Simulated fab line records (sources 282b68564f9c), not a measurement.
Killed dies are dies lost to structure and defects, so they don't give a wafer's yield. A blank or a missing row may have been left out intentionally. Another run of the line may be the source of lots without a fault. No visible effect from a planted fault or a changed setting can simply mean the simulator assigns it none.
Split-lot study	flow rit cmos	23 wafers read from 5 lots, route of 202 steps

## THE SPLIT ITSELF
At RIT_NWELL_COAT_01 (resist thk 1300 nm), the setting spin rpm was moved away from the recipe's 2000 rpm on 4 of the 23 wafers read, by -7.3% to +3.9%. For the rest of the wafers, this setting stayed at what the recipe calls for.

## FROM THE SPLIT TO THE READING: what the file shows between them, 3 steps
- RIT_NWELL_SOFTBAKE_02: time 60 s
- RIT_NWELL_EXPOSE_03: exposes mask M2, target cd 43900 nm
- RIT_NWELL_DEVELOP_05: develop time 68 s

## THE READING
NOVOLAK_of_NWELL_COAT_01.thk nm (the simulator's own value, which no gauge read), in nm, at RIT_NWELL_HARDBAKE_07 (time 120 s). The file gives no usual value for it. The 19 wafers here that ran the recipe average 1139 nm, standard deviation 4.1 nm.

wafer	tool, chamber at the split	spin rpm as run, rpm	against the recipe	NOVOLAK_of_NWELL_COAT_01.thk nm, nm	against lot-mates on the recipe
L077.1	litho track-01, 0	2000	recipe	1136	-
L077.5	litho track-01, 0	2000	recipe	1136	-
L077.3	litho track-01, 0	2078	+3.9%	1113	-22
L077.4	litho track-01, 0	2078	+3.9%	1115	-20
L077.6	litho track-01, 0	2000	recipe	1134	-
L080.1	litho track-01, 0	1855	-7.3%	1180	+45
L080.2	litho track-01, 0	2000	recipe	1133	-
L080.4	litho track-01, 0	1855	-7.3%	1177	+42
L080.5	litho track-01, 0	2000	recipe	1136	-
L080.6	litho track-01, 0	2000	recipe	1135	-
L082.1	litho track-03, 0	2000	recipe	1133	-
L082.3	litho track-03, 0	2000	recipe	1136	-
L082.6	litho track-03, 0	2000	recipe	1136	-
L084.1	litho track-02, 0	2000	recipe	1140	-
L084.2	litho track-02, 0	2000	recipe	1140	-
L084.6	litho track-02, 0	2000	recipe	1140	-
L084.3	litho track-02, 0	2000	recipe	1142	-
L084.4	litho track-02, 0	2000	recipe	1137	-
L085.1	litho track-02, 0	2000	recipe	1146	-
L085.3	litho track-02, 0	2000	recipe	1143	-
L085.5	litho track-02, 0	2000	recipe	1143	-
L085.4	litho track-02, 0	2000	recipe	1145	-
L085.6	litho track-02, 0	2000	recipe	1144	-

FIT RESULTS
A straight line over all 23 wafers: NOVOLAK_of_NWELL_COAT_01.thk nm changes by -5.7 nm for each +1% of spin rpm; r = -0.96; the points scatter about the line by 4 nm.
The same after taking each lot's own level away (the mean of its wafers on the recipe; 23 wafers): -5.91 nm for each +1%; r = -1.00; scatter 1.5 nm.
The reading moves by 43 nm for the largest change in spin rpm, on that fit.
Measured against the standard deviation above, the lots' own levels, which go from 1134.7 to 1144.2 nm, span 2.3 times it.
So the lot-to-lot level changes the slope little: the two slopes agree.
Check: +41.5 nm against its lot-mates is what the line predicts for one of the wafers moved furthest among these (-7.3%) when that wafer is left out of the fit. Against them it came out at +45.3 nm.

## THESE WAFERS: OTHER SPLITS
These wafers also went through other splits before the reading. Each is held against what the fit with the lots' levels taken away leaves over:
other split on the same wafers	wafers away from the commonest value	r with NOVOLAK_of_NWELL_COAT_01.thk nm (lot level and that fit taken away)
RIT_ACTIVE_OXIDATION_01 ox time s	18	-0.11
RIT_ACTIVE_CVD_03 nh3 flow sccm	15	-0.09
RIT_FOX1_OXIDATION_00 ox time s	15	-0.13

## THE WHOLE CHAIN: every reading that the file lists as answering this split, in the file's order
step	what it does	reading	change (the file's fit)	r (the file's)
RIT_NWELL_COAT_01	resist thk 1300 nm	NOVOLAK_of_NWELL_COAT_01.thk nm (the simulator's own value, which no gauge read)	-6.88 nm for each +1% of the setting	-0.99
RIT_NWELL_HARDBAKE_07	time 120 s	NOVOLAK_of_NWELL_COAT_01.thk nm (the simulator's own value, which no gauge read)	-5.93 nm for each +1% of the setting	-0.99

## FILE'S OWN FIT
NOVOLAK_of_NWELL_COAT_01.thk nm changes by -5.93 nm for each +1% of spin rpm, r = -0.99.
